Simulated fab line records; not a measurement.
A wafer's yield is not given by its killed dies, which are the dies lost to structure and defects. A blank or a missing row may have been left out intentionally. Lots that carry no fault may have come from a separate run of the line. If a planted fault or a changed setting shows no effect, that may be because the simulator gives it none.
2 desks looking at one fault | flow ritCmos | every desk sees just its own numbers, and what lay behind them comes last

== FROM THE METROLOGY DESK ==
Lot by lot, what the gauges showed, no matter which tool ran the lot: averages of those sampled wafers that carry a number. Any lot whose mean is over 4 standard deviations away from the usual mean is out of limits and marked OUT; that distance is given in the brackets.
Columns: A = SPACER_NITRIDE_THK at RIT_SPACER_THK_MEAS_04, usual 250.3 nm
lot  | first seen here | A
L622 | day 3 04:25     | 248.0
L623 | day 3 11:04     | 246.2
L624 | day 3 14:23     | 247.7
L625 | day 3 21:03     | 249.1
L626 | day 4 03:05     | 249.1
L627 | day 4 04:15     | 249.7
L628 | day 4 06:37     | 251.8
L630 | day 4 16:21     | 400.3 (+54) OUT
L632 | day 5 07:34     | 400.6 (+54) OUT
L634 | day 5 11:38     | 396.9 (+52) OUT
L636 | day 6 02:19     | 249.4
L641 | day 7 16:04     | 253.6
L643 | day 7 22:11     | 248.3
L645 | day 8 08:26     | 250.5
This desk's finding: out of limits on L630, L632, L634; first on L630, day 4 16:21 (SPACER_NITRIDE_THK at RIT_SPACER_THK_MEAS_04). L622, L623, L624, L625, L626, L627, L628, L636, L641, L643, L645: within limits.

== TOOL OWNER'S DESK, lpcvd-01 ==
The tool's own readings at RIT_SPACER_CVD_03 (deposits Si3N4 from SiH2Cl2/NH3, target thk 250 nm, time 3300 s): means of the sampled wafers that have a number, for each lot that ran on this tool. Any lot whose mean is over 4 standard deviations away from the usual mean is out of limits and marked OUT; that distance is given in the brackets.
Columns: A = spikeTcCentreC at RIT_SPACER_CVD_03, usual 812.5 C; B = spikeTcLoadC at RIT_SPACER_CVD_03, usual 834.9 C; C = spikeTcSourceC at RIT_SPACER_CVD_03, usual 832 C; D = susceptorTempC at RIT_SPACER_CVD_03, usual 810.0 C
lot  | first seen here | A               | B               | C              | D
L622 | day 3 02:30     | 812.3           | 835.1           | 832            | 809.9
L623 | day 3 09:08     | 813.0           | 834.7           | 836            | 810.1
L624 | day 3 12:28     | 813.1           | 836.6           | 831            | 810.4
L627 | day 4 02:20     | 813.9           | 836.6           | 836            | 810.1
L630 | day 4 14:25     | 840.2 (+23) OUT | 861.9 (+23) OUT | 862 (+8.7) OUT | 836.6 (+70) OUT
L632 | day 5 05:38     | 839.5 (+22) OUT | 862.2 (+23) OUT | 863 (+9.2) OUT | 836.9 (+71) OUT
L634 | day 5 09:43     | 838.5 (+22) OUT | 863.6 (+24) OUT | 859 (+7.8) OUT | 836.6 (+70) OUT
This desk finds L630, L632, L634 out of limits, L630 being first, at day 4 14:25 (spikeTcCentreC at RIT_SPACER_CVD_03). L622, L623, L624, L627: within limits.

== BROUGHT TOGETHER ==
An alarm could have come from the tool owner's desk at day 4 14:25, on L630, L632, L634.
Metrology desk: alarm possible at day 4 16:21 on L630, L632, L634.
All the named lots went through RIT_SPACER_CVD_03 on lpcvd-01.

== WHAT THE SIMULATOR PUT IN ==
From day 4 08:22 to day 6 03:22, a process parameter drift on lpcvd-01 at RIT_SPACER_CVD_03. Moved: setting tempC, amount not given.
Lots struck among those shown: L630, L632, L634.
Fault start to first reading out of limits, in hours, per desk: tool owner, 6; metrology, 8.
